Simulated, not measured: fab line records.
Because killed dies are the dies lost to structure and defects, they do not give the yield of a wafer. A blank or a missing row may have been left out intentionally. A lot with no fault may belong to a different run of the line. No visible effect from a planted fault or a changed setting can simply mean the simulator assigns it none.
fab line records ; flow rit_cmos ; part 2 of 2: steps 45 to 45 of 45
record lots=7; wafers=21; last_day=7
route steps=202 shown GATE@92 REOX@98 NLDD@103 PLDD@114 SPACER@125 NSD@131 PSD@152 M1@202
lots that met no fault: from a run of the same line without faults
start_h: start of the lot's first displayed wafer, in hours after the record's first day ; wait_h: hours from the lot's prior step to this one ; " unchanged from the row above ; L1.1+2: one row covering several wafers at once ; - no value, or no start given ; * or withheld: withheld ; < > ~ a bound
route shown NAME@n: NAME is a module with steps in the file, n the number in the route of the first one ; usual: mean/standard deviation of fault-free wafers ; same: alike in all rows ; chamber/n: place in a boat ; sites: the reading at each site ; _std_site: standard deviation of those values ; _edge_site: the outer-site mean with the inner-site mean subtracted ; radius_mm: how far each site lies from the wafer's centre ; mask NAME#n: copy n ; behind: the tool/chamber that last shaped the wafer ; hold: why the lot went on hold/how many hours it stayed there/how the hold came to an end ; device: transistor that didn't switch, given as n, p or np ; end of line: the same wafers' tests at the end of the route ; a step without rows: its recipe alone ; killed: the dies lost at the first sort to structure and to defects; this is not the yield of the wafer ; map: a wafer's dies, x killed, . not, _ none there
set.NAME: setting as actually run; set.NAME@STEP: the setting as run at that earlier step ; model.NAME: the simulator's own value behind a step, which no gauge read
lots at selected steps of the route; one table per step, one row per wafer
services: a tool's chamber out of use, with start hour (start_h, from the record's first day; less than 0 if before it), hours out, and reason
## steps
# step RIT_M1_PROBE_99
# usual killed_at_contacts=0.0/0.22; killed_at_front_end=7/3.2; killed_dies=8/3.2; killed_on_rim=1.9/1.4; killed_open=3.7/2.1; killed_short=3.8/2.2
# same gross_dies=264; killed_at_M0_to_M3=0; killed_at_M4_up=0; killed_at_back_side=0; killed_at_other=0
lot.wafer;tool;chamber;start_h;wait_h;killed_at_contacts;killed_at_front_end;killed_dies;killed_on_rim;killed_open;killed_short
L711.3;prober-01;-;81.15;0.2;0;9;9;2;5;4
L711.4;prober-01;-;81.20;0.2;0;4;4;0;2;2
L711.5;prober-01;-;81.25;0.2;0;4;4;2;3;1
L717.1;prober-01;-;111.45;0.1;0;1;1;0;0;1
L717.2;prober-01;-;111.50;0.1;0;6;6;1;1;5
L717.4;prober-01;-;111.60;0.2;0;12;12;3;7;5
L725.1;prober-01;-;153.19;0.1;0;264;264;70;3;1
L725.3;prober-01;-;153.29;0.2;0;264;264;70;0;5
L725.4;prober-01;-;153.34;0.2;0;264;264;70;6;1
L726.3;prober-02;-;158.09;0.2;0;264;264;70;1;10
L726.4;prober-02;-;158.14;0.2;0;264;264;70;3;4
L726.5;prober-02;-;158.19;0.2;0;264;264;70;2;4
L727.2;prober-01;-;161.08;0.1;0;264;264;70;2;1
L727.4;prober-01;-;161.18;0.2;1;263;264;70;2;0
L727.6;prober-01;-;161.28;0.2;0;264;264;70;1;2
L729.1;prober-01;-;172.68;0.1;0;10;10;2;4;6
L729.4;prober-01;-;172.83;0.2;0;8;8;3;6;2
L729.5;prober-01;-;172.88;0.2;0;9;9;3;8;1
L730.3;prober-02;-;179.31;0.2;0;13;13;2;6;7
L730.4;prober-02;-;179.36;0.2;0;6;6;2;3;3
L730.5;prober-02;-;179.41;0.2;0;9;9;3;3;6
# killed by level:class
L711.3 FOX1:geometric_particle:short=3 FOX1:geometric_particle:open=2 GATE:geometric_particle:open=2 SILICIDE:geometric_particle:open=1 SILICIDE:geometric_particle:short=1
L711.4 GATE:geometric_particle:open=1 GATE:geometric_particle:short=1 REOX:geometric_particle:open=1 SPACER:geometric_particle:short=1
L711.5 GATE:geometric_particle:open=2 FOX1:geometric_particle:open=1 REOX:geometric_particle:short=1
L717.1 GATE:geometric_particle:short=1
L717.2 FOX1:geometric_particle:short=2 REOX:geometric_particle:short=2 FOX2:geometric_particle:short=1 SPACER:geometric_particle:open=1
L717.4 GATE:geometric_particle:open=2 GATE:geometric_particle:short=2 REOX:geometric_particle:open=2 REOX:geometric_particle:short=2 FOX1:geometric_particle:open=1 FOX2:geometric_particle:open=1 SPACER:geometric_particle:open=1 SPACER:geometric_particle:short=1
L725.1 NLDD:area_expose=260 GATE:geometric_particle:open=1 REOX:geometric_particle:open=1 REOX:geometric_particle:short=1 SPACER:geometric_particle:open=1
L725.3 NLDD:area_expose=259 GATE:geometric_particle:short=4 SPACER:geometric_particle:short=1
L725.4 NLDD:area_expose=257 GATE:geometric_particle:open=3 FOX1:geometric_particle:open=2 REOX:geometric_particle:short=1 REOX:geometric_particle:open=1
L726.3 NLDD:area_expose=253 FOX2:geometric_particle:short=4 GATE:geometric_particle:short=3 REOX:geometric_particle:short=2 GATE:geometric_particle:open=1 SPACER:geometric_particle:short=1
L726.4 NLDD:area_expose=257 FOX2:geometric_particle:open=2 FOX2:geometric_particle:short=2 FOX1:geometric_particle:open=1 GATE:geometric_particle:short=1 SILICIDE:geometric_particle:short=1
L726.5 NLDD:area_expose=258 FOX2:geometric_particle:short=2 FOX1:geometric_particle:short=1 FOX1:geometric_particle:open=1 GATE:geometric_particle:short=1 SPACER:geometric_particle:open=1
L727.2 NLDD:area_expose=261 FOX1:geometric_particle:open=1 GATE:geometric_particle:open=1 SILICIDE:geometric_particle:short=1
L727.4 NLDD:area_expose=262 FOX1:geometric_particle:open=1 CONTACT:geometric_particle:open=1
L727.6 NLDD:area_expose=261 SILICIDE:geometric_particle:short=2 FOX1:geometric_particle:open=1
L729.1 GATE:geometric_particle:open=3 SPACER:geometric_particle:short=3 FOX2:geometric_particle:short=1 GATE:geometric_particle:short=1 SPACER:geometric_particle:open=1 SILICIDE:geometric_particle:short=1
L729.4 FOX2:geometric_particle:open=2 GATE:geometric_particle:short=2 REOX:geometric_particle:open=2 FOX1:geometric_particle:open=1 SPACER:geometric_particle:open=1
L729.5 GATE:geometric_particle:open=4 SILICIDE:geometric_particle:open=2 FOX1:geometric_particle:open=1 GATE:geometric_particle:short=1 SPACER:geometric_particle:open=1
L730.3 GATE:geometric_particle:short=4 REOX:geometric_particle:open=3 GATE:geometric_particle:open=1 REOX:geometric_particle:short=1 SPACER:geometric_particle:short=1 SPACER:geometric_particle:open=1 SILICIDE:geometric_particle:short=1 SILICIDE:geometric_particle:open=1
L730.4 GATE:geometric_particle:open=2 GATE:geometric_particle:short=1 SPACER:geometric_particle:short=1 SPACER:geometric_particle:open=1 SILICIDE:geometric_particle:short=1
L730.5 FOX1:geometric_particle:open=1 FOX1:geometric_particle:short=1 FOX2:geometric_particle:open=1 FOX2:geometric_particle:short=1 GATE:geometric_particle:short=1 GATE:geometric_particle:open=1 REOX:geometric_particle:short=1 SPACER:geometric_particle:short=1
# map L725.1 (x killed, . not)
________xxxxxxx_______
_____xxxxxxxxxxxxx____
____xxxxxxxxxxxxxxx___
___xxxxxxxxxxxxxxxxx__
__xxxxxxxxxxxxxxxxxxx_
__xxxxxxxxxxxxxxxxxxx_
_xxxxxxxxxxxxxxxxxxxxx
_xxxxxxxxxxxxxxxxxxxxx
_xxxxxxxxxxxxxxxxxxxxx
_xxxxxxxxxxxxxxxxxxxxx
__xxxxxxxxxxxxxxxxxxx_
__xxxxxxxxxxxxxxxxxxx_
___xxxxxxxxxxxxxxxxx__
____xxxxxxxxxxxxxxx___
_____xxxxxxxxxxxxx____
________xxxxxxx_______
# map L726.3 (x killed, . not)
________xxxxxxx_______
_____xxxxxxxxxxxxx____
____xxxxxxxxxxxxxxx___
___xxxxxxxxxxxxxxxxx__
__xxxxxxxxxxxxxxxxxxx_
__xxxxxxxxxxxxxxxxxxx_
_xxxxxxxxxxxxxxxxxxxxx
_xxxxxxxxxxxxxxxxxxxxx
_xxxxxxxxxxxxxxxxxxxxx
_xxxxxxxxxxxxxxxxxxxxx
__xxxxxxxxxxxxxxxxxxx_
__xxxxxxxxxxxxxxxxxxx_
___xxxxxxxxxxxxxxxxx__
____xxxxxxxxxxxxxxx___
_____xxxxxxxxxxxxx____
________xxxxxxx_______
## services
tool;chamber;start_h;hours;kind
rie_diel-02;0;51.08;6.5;repair
rie_diel-02;1;51.39;4.6;repair
plasma_asher-01;-;54.90;3.0;repair
rie_si-02;2;57.51;-;clean
rie_si-02;2;57.51;16.8;scheduled_down
rie_si-02;2;57.51;16.8;vent_cycle
rie_diel-04;2;65.20;3.4;repair
rie_si-02;3;74.61;3.0;repair
plasma_asher-04;-;89.88;0.5;repair
rie_diel-04;2;94.52;-;clean
plasma_asher-03;-;108.75;9.0;pm
plasma_asher-03;0;108.75;9.0;vent_cycle
plasma_asher-03;1;108.75;9.0;vent_cycle
rie_diel-01;0;112.22;31.6;repair
plasma_asher-03;0;117.75;-;clean
plasma_asher-03;1;117.75;-;clean
rie_diel-04;0;123.51;8.8;repair
rie_diel-01;-;129.58;0.1;repair
rie_si-02;0;132.24;-;clean
rie_si-02;0;132.24;21.7;scheduled_down
rie_si-02;0;132.24;21.7;vent_cycle
plasma_asher-02;-;132.94;4.4;repair
rie_diel-01;0;163.25;3.3;repair
plasma_asher-02;-;165.77;2.1;repair
## key
first_sign step=RIT_NLDD_COAT_01; reading=tool_record; direction=missing
effect step=RIT_NLDD_OVL_MEAS_06; reading=NLDD_OVL; direction=missing
effect step=RIT_PLDD_TW_MEAS_10; reading=PLDD_TW; direction=up; sigmas=44; usual=2364; struck=2889
effect step=RIT_NSD_TW_MEAS_10; reading=NSD_TW; direction=up; sigmas=13; usual=3156; struck=3360
effect step=RIT_PSD_TW_MEAS_10; reading=PSD_TW; direction=up; sigmas=4; usual=3458; struck=3534
effect step=RIT_M1_PROBE_99; reading=killed_at_front_end; direction=up; sigmas=81; usual=7; struck=264
more_kills_born_at RIT_NLDD_EXPOSE_03@iline_stepper-01=1552; RIT_NLDD_EXPOSE_03@iline_stepper-02=776
met_at RIT_NLDD_COAT_01
struck_wafers L725.1,L725.3,L725.4,L726.3,L726.4,L726.5,L727.2,L727.4,L727.6
tester_left_out L725,L726,L727
onset_between 95.25 136.61
fault kind=skipped_step_whole; tool=litho_track-01,litho_track-02; chamber=-; onset_h=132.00; steps=RIT_NLDD_COAT_01; scope=struck_lots_only
# tester_left_out: of these lots the tester's yield and bins aren't shown, on N5 and GAA mostly nor the transistor test; their killed dies are dies lost to structure and defects alone, not to doping, threshold or leakage, so they don't give the yield
